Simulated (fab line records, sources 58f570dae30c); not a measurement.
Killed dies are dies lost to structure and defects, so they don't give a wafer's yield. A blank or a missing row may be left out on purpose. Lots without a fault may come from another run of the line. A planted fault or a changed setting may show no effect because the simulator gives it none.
A struck lot beside a sound one | flow berkeley_cmos170 | 14 steps out of a route of 331
Sound: wafers L146.2, L146.5, L146.6. Struck: wafers L136.1, L136.2, L136.5. The cause comes at the end.
At each step with rows: each side's tool, then ch and its chambers, then its first start. Under that, the readings that differ: sound wafers | struck wafers | difference of the means | sigmas: that difference in standard deviations of wafers without a fault.
alike: readings whose means differ by less than 2 such deviations, and words and numbers that are the same on both sides. not compared: withheld readings, readings that some wafer has no value for, bounds like >300 that may hide the same value, and numbers for which the record gives no deviation and whose values overlap.
The two part at a step that has a row with sigmas, a row that says differs or no value, or rows on one side only. Numbers that don't overlap but have no deviation are shown without sigmas and don't part them. A reading that every wafer of one side lacks parts them only if that side has two wafers or more.

first, 6 steps without rows for these wafers: UCB170_PVT_HMDS_00 (prime time 60 s); UCB170_PVT_COAT_01 (resist thk 900 nm); UCB170_PVT_SOFTBAKE_02 (time 60 s); UCB170_PVT_EXPOSE_03 (exposes mask NWELL, target cd 3000 nm); UCB170_PVT_PEB_04; UCB170_PVT_DEVELOP_05 (develop time 45 s).
UCB170_PVT_OVL_MEAS_06:
  sound on overlay-01, day 10 01:31; struck on overlay-02, day 8 01:06
  alike: PVT_OVL
then, 1 step without rows for these wafers: UCB170_PVT_IMPLANT_07.
UCB170_PVT_STRIP_08: strips in O2.
  sound on plasma_asher-03 ch 0,1, day 10 01:42; struck on plasma_asher-01 ch 0,1, day 8 01:17
  alike: drypump_motor_current_A, oes_product_au, strip_time_to_endpoint_s
  not compared: rf_hours_counter_h
UCB170_PVT_TW_MEAS_09:
  sound on film_metro-04, day 10 01:49; struck on film_metro-04, day 8 01:23
  alike: PVT_TW
then, 1 step without rows for these wafers: UCB170_GATE_WET_ETCH_00 (etches SiO2 in dHF, time 200 s).
UCB170_FIELD_THK_MEAS_91:
  sound on film_metro-03, day 10 03:16; struck on film_metro-03, day 8 01:41
  alike: FIELD_OXIDE_LEFT_2_THK
UCB170_GATE_OXIDATION_01: target thk 6.6 nm, ox time 1800 s.
  sound on furnace-02 ch 0, day 10 03:19; struck on furnace-01, day 8 05:18
  no value came back on the struck wafers for ox_temp_c (C), ox_temp_c_max, ox_time_s (s); on the sound wafers ox_temp_c (C) reads 849.4 849.1 850.2
then, 1 step without rows for these wafers: UCB170_GATE_ANNEAL_03 (time 1800 s).

WHERE THEY PART
Only at UCB170_GATE_OXIDATION_01, within this record.

WHY: what the simulator had put in
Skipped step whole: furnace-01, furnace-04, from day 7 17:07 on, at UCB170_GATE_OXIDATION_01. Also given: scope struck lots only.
